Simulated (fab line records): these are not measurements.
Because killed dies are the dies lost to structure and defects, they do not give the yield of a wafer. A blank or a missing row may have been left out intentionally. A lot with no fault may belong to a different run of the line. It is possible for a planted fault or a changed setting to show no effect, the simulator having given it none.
fab line records | flow rit_cmos
record: lots: 13 | wafers: 39 | last_day: 8
route steps=202 shown M1@190
lots with no fault: from the same line, run without faults
start_h: the number of hours between the record's first day and the start of the first shown wafer of the lot | wait_h: time in hours since the lot's previous step | " the same as in the row above | L1.1+2: several wafers, shown together as one row | - either no value or no given start | * or withheld: withheld | < > ~ a bound
route shown NAME@n: a module of which the file shows steps, and the number in the route of the first | usual: mean and standard deviation over wafers with no fault | same: alike in all rows | chamber/n: place in a boat | sites: the reading at each site | _std_site: the values' standard deviation | _edge_site: outer sites' mean less inner sites' | radius_mm: how far each site lies from the wafer's centre | mask NAME#n: copy n | behind: the last tool/chamber to shape the wafer | hold: what put the lot on hold/how long, in hours/how the hold closed | device: the n, p or np transistor that did not switch | end of line: at the end of the route, the tests of the same wafers | step lacking rows: just its recipe | killed: the dies lost at the first sort to structure and to defects; this is not the yield of the wafer | map: dies across one wafer; x = killed, . = not, _ = none there
set.NAME: the setting that was run; set.NAME@STEP: the one run at that earlier step | model.NAME: the simulator's own value behind a step, which no gauge read
steps of the route over a sample of lots; a table a step, a row a wafer
services: from which hour (start_h, from the record's first day; less than 0 if before it) a tool's chamber was out of use, for how many hours, and why
== steps ==
step: RIT_M1_EXPOSE_06
recipe: mask_id: M12 | na: 0.6 | source_shape: conventional | sigma_outer: 0.5 | target_cd_nm: 2600 | dose_mj: 250
lot.wafer  | tool             | chamber | start_h | wait_h | mask
L321.3+4+6 | iline_stepper-01 | 0       | 58.56   | 0.1    | M12#0
L322.2+4+6 | iline_stepper-01 | 0       | 66.18   | 0.1    | M12#0
L324.1+3+6 | iline_stepper-01 | 0       | 72.88   | 0.1    | M12_R1#0
L325.1+5+6 | iline_stepper-02 | 0       | 86.38   | 0.2    | M12#0
L326.1+2+4 | iline_stepper-02 | 0       | 91.42   | 0.1    | M12#0
L328.2+3+4 | iline_stepper-01 | 0       | 94.97   | 0.1    | M12#0
L335.2+3+5 | iline_stepper-01 | 0       | 128.64  | 0.2    | M12#0
L336.1+3+4 | iline_stepper-01 | 0       | 133.55  | 0.1    | M12#0
L340.1+2+3 | iline_stepper-01 | 0       | 156.25  | 0.2    | M12#0
L341.1+2+6 | iline_stepper-02 | 0       | 161.74  | 0.2    | M12#0
L342.1+3+5 | iline_stepper-01 | 0       | 171.19  | 0.3    | M12#0
L343.1+2+4 | iline_stepper-02 | 0       | 175.23  | 0.2    | M12#0
L344.1+2+6 | iline_stepper-01 | 0       | 178.75  | 0.2    | M12#0
step: RIT_M1_CD_MEAS_09
recipe: target_cd_nm: 2600
usual: cd_nm: 2601.0/2.7
lot.wafer | tool      | chamber | start_h | wait_h | cd_nm
L321.3    | cd_sem-01 | -       | 58.99   | -      | 2602.9
L321.4    | "         | -       | "       | "      | 2600.5
L321.6    | "         | -       | "       | "      | 2601.5
L322.2    | cd_sem-02 | -       | 66.61   | -      | 2596.5
L322.4    | "         | -       | "       | "      | 2597.0
L322.6    | "         | -       | "       | "      | 2599.0
L324.1    | cd_sem-01 | -       | 73.31   | -      | 2748.9
L324.3    | "         | -       | "       | "      | 2749.4
L324.6    | "         | -       | "       | "      | 2749.2
L325.1    | cd_sem-01 | -       | 86.81   | -      | 2599.3
L325.5    | "         | -       | "       | "      | 2600.3
L325.6    | "         | -       | "       | "      | 2600.7
L326.1    | cd_sem-01 | -       | 91.85   | -      | 2602.2
L326.2    | "         | -       | "       | "      | 2600.7
L326.4    | "         | -       | "       | "      | 2600.5
L328.2    | cd_sem-02 | -       | 95.40   | -      | 2601.5
L328.3    | "         | -       | "       | "      | 2600.8
L328.4    | "         | -       | "       | "      | 2600.5
L335.2    | cd_sem-02 | -       | 129.07  | -      | 2600.3
L335.3    | "         | -       | "       | "      | 2601.3
L335.5    | "         | -       | "       | "      | 2603.3
L336.1    | cd_sem-02 | -       | 133.98  | -      | 2600.1
L336.3    | "         | -       | "       | "      | 2600.4
L336.4    | "         | -       | "       | "      | 2597.7
L340.1    | cd_sem-01 | -       | 156.69  | -      | 2603.9
L340.2    | "         | -       | "       | "      | 2602.7
L340.3    | "         | -       | "       | "      | 2601.6
L341.1    | cd_sem-01 | -       | 162.16  | -      | 2600.9
L341.2    | "         | -       | "       | "      | 2602.8
L341.6    | "         | -       | "       | "      | 2601.6
L342.1    | cd_sem-02 | -       | 171.62  | -      | 2603.3
L342.3    | "         | -       | "       | "      | 2603.0
L342.5    | "         | -       | "       | "      | 2603.4
L343.1    | cd_sem-02 | -       | 175.66  | -      | 2596.3
L343.2    | "         | -       | "       | "      | 2597.3
L343.4    | "         | -       | "       | "      | 2595.5
L344.1    | cd_sem-01 | -       | 179.39  | -      | 2605.4
L344.2    | "         | -       | "       | "      | 2604.2
L344.6    | "         | -       | "       | "      | 2601.9
step: RIT_M1_PROBE_99
usual: defect_limited_yield: 97.5/1.2 | killed_at_M0_to_M3: 0.0/0.12 | killed_at_contacts: 0.1/0.32 | killed_at_front_end: 6/3.1 | killed_dies: 7/3.2 | killed_open: 3.1/1.9 | killed_short: 3.5/2.2 | sort_bin_3_pad_short: 0.2/0.24 | sort_bin_5_function: 1.5/0.86 | sort_bin_6_memory: 0.9/0.59 | sort_n_pass: 257/3.2 | sort_yield_pct: 97.5/1.2
same: gross_dies: 264 | killed_at_M4_up: 0 | killed_at_back_side: 0 | killed_at_other: 0
lot.wafer | tool      | chamber | start_h | wait_h | defect_limited_yield[%] | killed_at_M0_to_M3 | killed_at_contacts | killed_at_front_end | killed_dies | killed_open | killed_short | sort_bin_3_pad_short[%] | sort_bin_5_function[%] | sort_bin_6_memory[%] | sort_n_pass | sort_yield_pct[%]
L321.3    | prober-01 | -       | 61.72   | 0.2    | 97.0                    | 0                  | 0                  | 8                   | 8           | 4           | 4            | 0.4                     | 1.1                    | 1.5                  | 256         | 97.0
L321.4    | prober-01 | -       | 61.77   | 0.2    | 97.3                    | 0                  | 0                  | 7                   | 7           | 3           | 4            | 0                       | 0.4                    | 2.3                  | 257         | 97.3
L321.6    | prober-01 | -       | 61.87   | 0.2    | 97.0                    | 0                  | 0                  | 8                   | 8           | 3           | 5            | 0                       | 2.3                    | 0.8                  | 256         | 97.0
L322.2    | prober-02 | -       | 69.30   | 0.1    | 97.7                    | 0                  | 0                  | 6                   | 6           | 3           | 3            | 0.4                     | 1.1                    | 0.8                  | 258         | 97.7
L322.4    | prober-02 | -       | 69.40   | 0.2    | 97.3                    | 0                  | 0                  | 7                   | 7           | 3           | 4            | 0.4                     | 1.1                    | 1.1                  | 257         | 97.3
L322.6    | prober-02 | -       | 69.50   | 0.2    | 97.0                    | 0                  | 0                  | 8                   | 8           | 4           | 4            | 0                       | 1.9                    | 1.1                  | 256         | 97.0
L324.1    | prober-01 | -       | 75.97   | 0.1    | 98.1                    | 0                  | 0                  | 5                   | 5           | 2           | 3            | 0                       | 1.1                    | 0.8                  | 259         | 98.1
L324.3    | prober-01 | -       | 76.07   | 0.2    | 98.5                    | 0                  | 0                  | 4                   | 4           | 2           | 2            | 0                       | 1.5                    | 0                    | 260         | 98.5
L324.6    | prober-01 | -       | 76.22   | 0.2    | 99.2                    | 0                  | 1                  | 1                   | 2           | 2           | 0            | 0                       | 0.8                    | 0                    | 262         | 99.2
L325.1    | prober-02 | -       | 89.63   | 0.1    | 99.2                    | 0                  | 0                  | 2                   | 2           | 2           | 0            | 0                       | 0.8                    | 0                    | 262         | 99.2
L325.5    | prober-02 | -       | 89.83   | 0.2    | 95.8                    | 0                  | 1                  | 10                  | 11          | 4           | 7            | 0.4                     | 1.9                    | 1.9                  | 253         | 95.8
L325.6    | prober-02 | -       | 89.88   | 0.2    | 98.5                    | 0                  | 0                  | 4                   | 4           | 1           | 3            | 0.4                     | 0.8                    | 0.4                  | 260         | 98.5
L326.1    | prober-01 | -       | 94.56   | 0.1    | 97.3                    | 0                  | 0                  | 7                   | 7           | 5           | 2            | 0                       | 2.3                    | 0.4                  | 257         | 97.3
L326.2    | prober-01 | -       | 94.61   | 0.1    | 98.1                    | 0                  | 0                  | 5                   | 5           | 4           | 1            | 0                       | 0.8                    | 1.1                  | 259         | 98.1
L326.4    | prober-01 | -       | 94.71   | 0.2    | 98.9                    | 0                  | 0                  | 3                   | 3           | 0           | 3            | 0                       | 0.4                    | 0.8                  | 261         | 98.9
L328.2    | prober-01 | -       | 98.25   | 0.1    | 97.7                    | 0                  | 0                  | 6                   | 6           | 4           | 2            | 0.4                     | 1.5                    | 0.4                  | 258         | 97.7
L328.3    | prober-01 | -       | 98.30   | 0.2    | 97.3                    | 0                  | 0                  | 7                   | 7           | 3           | 4            | 0.4                     | 0.8                    | 1.5                  | 257         | 97.3
L328.4    | prober-01 | -       | 98.35   | 0.2    | 98.1                    | 0                  | 0                  | 5                   | 5           | 3           | 2            | 0                       | 1.5                    | 0.4                  | 259         | 98.1
L335.2    | prober-02 | -       | 131.76  | 0.1    | 96.2                    | 0                  | 0                  | 10                  | 10          | 1           | 9            | 0.4                     | 1.9                    | 1.5                  | 254         | 96.2
L335.3    | prober-02 | -       | 131.81  | 0.2    | 99.6                    | 0                  | 0                  | 1                   | 1           | 1           | 0            | 0                       | 0                      | 0.4                  | 263         | 99.6
L335.5    | prober-02 | -       | 131.91  | 0.2    | 98.5                    | 0                  | 0                  | 4                   | 4           | 2           | 2            | 0.4                     | 0.4                    | 0.8                  | 260         | 98.5
L336.1    | prober-01 | -       | 136.64  | 0.1    | 97.0                    | 0                  | 0                  | 8                   | 8           | 5           | 3            | 0                       | 1.5                    | 1.5                  | 256         | 97.0
L336.3    | prober-01 | -       | 136.74  | 0.2    | 98.5                    | 0                  | 0                  | 4                   | 4           | 3           | 1            | 0.4                     | 0.8                    | 0.4                  | 260         | 98.5
L336.4    | prober-01 | -       | 136.79  | 0.2    | 97.7                    | 0                  | 0                  | 6                   | 6           | 5           | 1            | 0                       | 0.8                    | 1.5                  | 258         | 97.7
L340.1    | prober-01 | -       | 161.76  | 0.1    | 98.9                    | 0                  | 0                  | 3                   | 3           | 2           | 1            | 0                       | 0.8                    | 0.4                  | 261         | 98.9
L340.2    | prober-01 | -       | 161.81  | 0.1    | 98.9                    | 0                  | 0                  | 3                   | 3           | 3           | 0            | 0                       | 0.4                    | 0.8                  | 261         | 98.9
L340.3    | prober-01 | -       | 161.86  | 0.2    | 97.0                    | 0                  | 0                  | 8                   | 8           | 4           | 4            | 0.4                     | 1.9                    | 0.8                  | 256         | 97.0
L341.1    | prober-02 | -       | 164.82  | 0.1    | 96.6                    | 0                  | 0                  | 9                   | 9           | 5           | 4            | 0                       | 1.9                    | 1.5                  | 255         | 96.6
L341.2    | prober-02 | -       | 164.87  | 0.1    | 95.8                    | 0                  | 1                  | 10                  | 11          | 6           | 5            | 0.4                     | 1.9                    | 1.9                  | 253         | 95.8
L341.6    | prober-02 | -       | 165.07  | 0.2    | 96.2                    | 0                  | 0                  | 10                  | 10          | 3           | 7            | 0.8                     | 1.1                    | 1.9                  | 254         | 96.2
L342.1    | prober-02 | -       | 174.28  | 0.1    | 97.0                    | 0                  | 0                  | 8                   | 8           | 3           | 5            | 0.8                     | 1.1                    | 1.1                  | 256         | 97.0
L342.3    | prober-02 | -       | 174.38  | 0.2    | 96.6                    | 0                  | 0                  | 9                   | 9           | 4           | 5            | 0                       | 2.7                    | 0.8                  | 255         | 96.6
L342.5    | prober-02 | -       | 174.48  | 0.2    | 97.7                    | 0                  | 0                  | 6                   | 6           | 2           | 4            | 0.4                     | 0.8                    | 1.1                  | 258         | 97.7
L343.1    | prober-01 | -       | 178.33  | 0.1    | 97.3                    | 0                  | 0                  | 7                   | 7           | 2           | 5            | 0                       | 1.9                    | 0.8                  | 257         | 97.3
L343.2    | prober-01 | -       | 178.38  | 0.1    | 96.2                    | 0                  | 0                  | 10                  | 10          | 5           | 5            | 0                       | 2.3                    | 1.5                  | 254         | 96.2
L343.4    | prober-01 | -       | 178.48  | 0.2    | 98.9                    | 0                  | 0                  | 3                   | 3           | 1           | 2            | 0                       | 0.8                    | 0.4                  | 261         | 98.9
L344.1    | prober-02 | -       | 182.21  | 0.1    | 97.7                    | 0                  | 0                  | 6                   | 6           | 5           | 1            | 0.4                     | 1.5                    | 0.4                  | 258         | 97.7
L344.2    | prober-02 | -       | 182.26  | 0.1    | 96.2                    | 1                  | 1                  | 8                   | 10          | 3           | 6            | 0                       | 2.3                    | 1.5                  | 254         | 96.2
L344.6    | prober-02 | -       | 182.46  | 0.2    | 97.7                    | 0                  | 0                  | 6                   | 6           | 1           | 4            | 0.4                     | 1.9                    | 0                    | 258         | 97.7
killed by level:class
L321.3 GATE:geometric_particle:open=3 GATE:geometric_particle:short=2 SILICIDE:geometric_particle:short=2 FOX1:geometric_particle:open=1
L321.4 GATE:geometric_particle:short=4 GATE:geometric_particle:open=3
L321.6 GATE:geometric_particle:short=4 REOX:geometric_particle:open=2 GATE:geometric_particle:open=1 REOX:geometric_particle:short=1
L322.2 GATE:geometric_particle:short=2 GATE:geometric_particle:open=1 REOX:geometric_particle:open=1 REOX:geometric_particle:short=1 SILICIDE:geometric_particle:open=1
L322.4 GATE:geometric_particle:short=2 FOX1:geometric_particle:open=1 GATE:geometric_particle:open=1 REOX:geometric_particle:short=1 SPACER:geometric_particle:short=1 SPACER:geometric_particle:open=1
L322.6 FOX1:geometric_particle:open=2 SPACER:geometric_particle:short=2 FOX1:geometric_particle:short=1 FOX2:geometric_particle:open=1 GATE:geometric_particle:open=1 REOX:geometric_particle:short=1
L324.1 GATE:geometric_particle:short=2 GATE:geometric_particle:open=1 REOX:geometric_particle:open=1 SPACER:geometric_particle:short=1
L324.3 GATE:geometric_particle:open=1 GATE:geometric_particle:short=1 REOX:geometric_particle:open=1 SPACER:geometric_particle:short=1
L324.6 REOX:geometric_particle:open=1 CONTACT:geometric_particle:open=1
L325.1 FOX2:geometric_particle:open=1 GATE:geometric_particle:open=1
L325.5 FOX1:geometric_particle:open=2 FOX1:geometric_particle:short=2 SPACER:geometric_particle:short=2 FOX2:geometric_particle:open=1 GATE:geometric_particle:short=1 SPACER:geometric_particle:open=1 SILICIDE:geometric_particle:short=1 CONTACT:geometric_particle:short=1
L325.6 GATE:geometric_particle:short=2 SPACER:geometric_particle:open=1 SILICIDE:geometric_particle:short=1
L326.1 REOX:geometric_particle:open=4 GATE:geometric_particle:short=1 SPACER:geometric_particle:short=1 SPACER:geometric_particle:open=1
L326.2 REOX:geometric_particle:open=3 GATE:geometric_particle:open=1 REOX:geometric_particle:short=1
L326.4 FOX1:geometric_particle:short=1 GATE:geometric_particle:short=1 REOX:geometric_particle:short=1
L328.2 SILICIDE:geometric_particle:open=2 FOX1:geometric_particle:short=1 FOX1:geometric_particle:open=1 GATE:geometric_particle:open=1 GATE:geometric_particle:short=1
L328.3 FOX1:geometric_particle:short=3 GATE:geometric_particle:open=2 GATE:geometric_particle:short=1 SILICIDE:geometric_particle:open=1
L328.4 FOX1:geometric_particle:open=1 GATE:geometric_particle:short=1 GATE:geometric_particle:open=1 REOX:geometric_particle:short=1 SPACER:geometric_particle:open=1
L335.2 REOX:geometric_particle:short=4 GATE:geometric_particle:short=3 FOX1:geometric_particle:short=1 FOX2:geometric_particle:open=1 SILICIDE:geometric_particle:short=1
L335.3 REOX:geometric_particle:open=1
L335.5 GATE:geometric_particle:short=2 SPACER:geometric_particle:open=1 SILICIDE:geometric_particle:open=1
L336.1 GATE:geometric_particle:open=3 FOX1:geometric_particle:open=1 GATE:geometric_particle:short=1 SPACER:geometric_particle:short=1 SILICIDE:geometric_particle:open=1 SILICIDE:geometric_particle:short=1
L336.3 GATE:geometric_particle:open=2 REOX:geometric_particle:short=1 REOX:geometric_particle:open=1
L336.4 GATE:geometric_particle:open=4 FOX2:geometric_particle:open=1 GATE:geometric_particle:short=1
L340.1 ACTIVE:geometric_particle:short=1 FOX2:geometric_particle:open=1 GATE:geometric_particle:open=1
L340.2 GATE:geometric_particle:open=1 REOX:geometric_particle:open=1 SPACER:geometric_particle:open=1
L340.3 GATE:geometric_particle:open=2 FOX1:geometric_particle:short=1 FOX1:geometric_particle:open=1 FOX2:geometric_particle:short=1 GATE:geometric_particle:short=1 SPACER:geometric_particle:open=1 SILICIDE:geometric_particle:short=1
L341.1 GATE:geometric_particle:short=2 GATE:geometric_particle:open=2 SPACER:geometric_particle:open=2 FOX1:geometric_particle:short=1 FOX1:geometric_particle:open=1 SILICIDE:geometric_particle:short=1
L341.2 GATE:geometric_particle:open=3 SPACER:geometric_particle:short=2 SILICIDE:geometric_particle:short=2 FOX1:geometric_particle:open=1 GATE:geometric_particle:short=1 SILICIDE:geometric_particle:open=1 CONTACT:geometric_particle:open=1
L341.6 GATE:geometric_particle:short=4 GATE:geometric_particle:open=1 REOX:geometric_particle:short=1 REOX:geometric_particle:open=1 SPACER:geometric_particle:short=1 SPACER:geometric_particle:open=1 SILICIDE:geometric_particle:short=1
L342.1 GATE:geometric_particle:short=5 GATE:geometric_particle:open=3
L342.3 GATE:geometric_particle:open=4 GATE:geometric_particle:short=3 REOX:geometric_particle:short=2
L342.5 GATE:geometric_particle:short=3 FOX2:geometric_particle:short=1 GATE:geometric_particle:open=1 SPACER:geometric_particle:open=1
L343.1 SILICIDE:geometric_particle:short=3 REOX:geometric_particle:short=2 GATE:geometric_particle:open=1 SILICIDE:geometric_particle:open=1
L343.2 GATE:geometric_particle:short=5 GATE:geometric_particle:open=3 REOX:geometric_particle:open=1 SPACER:geometric_particle:open=1
L343.4 GATE:geometric_particle:short=2 SPACER:geometric_particle:open=1
L344.1 GATE:geometric_particle:open=4 SILICIDE:geometric_particle:short=1 SILICIDE:geometric_particle:open=1
L344.2 SPACER:geometric_particle:short=3 FOX1:geometric_particle:short=1 FOX2:geometric_particle:short=1 SPACER:geometric_particle:open=1 SILICIDE:geometric_particle:short=1 SILICIDE:geometric_particle:open=1 CONTACT:geometric_particle:open=1 M1:coat_microbubble_printed=1
L344.6 GATE:geometric_particle:short=2 REOX:geometric_particle:short=1 SPACER:geometric_particle:short=1 SILICIDE:geometric_particle:open=1 NLDD:coat_microbubble_printed=1
== services ==
tool             | chamber | start_h | hours | kind
iline_stepper-01 | -       | 77.36   | 6.5   | repair
iline_stepper-01 | 0       | 99.70   | -     | calibration
iline_stepper-01 | -       | 107.67  | 1.7   | pm
iline_stepper-02 | -       | 147.81  | 1.7   | pm
iline_stepper-02 | -       | 167.85  | 2.1   | pm
iline_stepper-02 | -       | 169.93  | -     | consumable_replace:lamp
== key ==
first_sign: step: RIT_M1_EXPOSE_06 | reading: mask | direction: changed
effect: step: RIT_M1_CD_MEAS_09 | reading: cd_nm | direction: up | sigmas: 55 | usual: 2601.0 | struck: 2749.2
met_at RIT_M1_EXPOSE_06
struck_lots L324
onset_between 66.18 72.88
fault: kind: wrong_mask | tool: any | chamber: - | onset_h: 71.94 | steps: RIT_M1_EXPOSE_06 | aux_copy: M12_R1#0 | cd_offset_nm: 150 | scope: struck_lots_only
